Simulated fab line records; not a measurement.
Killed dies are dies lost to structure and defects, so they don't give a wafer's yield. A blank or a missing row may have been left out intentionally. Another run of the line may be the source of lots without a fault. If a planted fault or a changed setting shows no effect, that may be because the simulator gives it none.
A struck lot beside a sound one | flow berkeleyCmos170 | 17 steps out of a route of 331
Sound: wafers L833.3, L833.4, L833.6. The struck wafers were L839.2, L839.4, L839.5. At the end, the cause is stated.
Each step with rows lists, per side, the tool, then ch with its chambers, then its first start. Under that, the readings that differ: sound wafers | struck wafers | difference of the means | sigmas: that difference in standard deviations of wafers without a fault.
alike: same words and numbers on both sides, and readings whose means sit less than 2 such deviations apart. not compared: any withheld reading, any reading some wafer has no value for, any bound like >300 that may hide the same value, and any number with overlapping values for which the record gives no deviation.
Wherever a step has rows on one side only, a row that says differs or no value, or a row with sigmas, the two part there. Numbers that have no deviation but don't overlap get no sigmas and don't part them. A reading that every wafer of one side lacks parts them only if that side has two wafers or more.

UCB170_ACTIVE_OVL_MEAS_14:
  sound on overlay-02, day 5 02:35; struck on overlay-01, day 6 07:26
  alike: ACTIVE_OVL
UCB170_ACTIVE_ETCH_15: etches Si3N4 in CH3F/Ar/O2, stops on SiO2, target depth 242 nm, time 151 s.
  sound on rieDiel-01 ch 1,2, day 5 02:37; struck on rieDiel-02 ch 0,3, day 6 07:28
  alike: drypumpMotorCurrentA, oesProductAu, throttleValvePct
  not compared: rfHoursCounterH
UCB170_ACTIVE_STRIP_16: strips in O2.
  sound on plasmaAsher-02 ch 0,1, day 5 02:44; struck on plasmaAsher-01 ch 0,1, day 6 07:34
  alike: drypumpMotorCurrentA, oesProductAu, stripTimeToEndpointS
  not compared: rfHoursCounterH
UCB170_ACTIVE_CD_MEAS_90: target cd 1200 nm.
  sound on cdSem-01, day 5 02:51; struck on cdSem-01, day 6 07:41
  alike: cdNm
then, 7 steps without rows for these wafers: UCB170_ACTIVE_CLEAN_17 (cleans in SPM, time 600 s); UCB170_PFIELD_HMDS_00 (prime time 60 s); UCB170_PFIELD_COAT_01 (resist thk 900 nm); UCB170_PFIELD_SOFTBAKE_02 (time 60 s); UCB170_PFIELD_EXPOSE_03 (exposes mask PFIELD, target cd 1500 nm); UCB170_PFIELD_PEB_04; UCB170_PFIELD_DEVELOP_05 (develop time 45 s).
UCB170_PFIELD_OVL_MEAS_06:
  sound on overlay-01, day 5 04:11; struck on overlay-01, day 6 11:11
  alike: PFIELD_OVL
UCB170_PFIELD_IMPLANT_07:
  sound on implanter-03 ch 0, day 5 04:16; struck on implanter-04 ch 0, day 6 11:17
reading                  | sound             | struck            | difference | sigmas
implantIonAmu            | 11 11 11          | 49 49 49          | +38        | 
model.implant.rpNm (nm)  | 270.6 270.6 270.6 | 60.03 60.03 60.03 | -210.57    | 
model.implant.drpNm (nm) | 74.86 74.86 74.86 | 26.26 26.26 26.26 | -48.60     | 
UCB170_PFIELD_STRIP_08: strips in O2.
  sound on plasmaAsher-04 ch 0,1, day 5 04:24; struck on plasmaAsher-02 ch 0,1, day 6 11:25
  alike: drypumpMotorCurrentA, oesProductAu, stripTimeToEndpointS
  not compared: rfHoursCounterH
UCB170_PFIELD_TW_MEAS_09:
  sound on filmMetro-03, day 5 04:29; struck on filmMetro-03, day 6 11:31
reading   | sound       | struck         | difference | sigmas
PFIELD_TW | 612 610 608 | 1080 1082 1076 | +469       | +99 or more
then, 1 step without rows for these wafers: UCB170_FIELD_CLEAN_00 (cleans in dHF, time 7.5 s).
-- the record jumps here: 4 days lie between the struck wafers' starts before and after (it left off in module FIELD and takes up again in module M3, whose first step shown is number 331 of the route) --
UCB170_M3_PROBE_99:
  the record has rows for the struck wafers here (prober-02, day 10 07:44) and none for the sound ones

## WHERE THEY PART
First at UCB170_PFIELD_TW_MEAS_09; last, within this record, at UCB170_M3_PROBE_99.

WHY: what had been put in by the simulator
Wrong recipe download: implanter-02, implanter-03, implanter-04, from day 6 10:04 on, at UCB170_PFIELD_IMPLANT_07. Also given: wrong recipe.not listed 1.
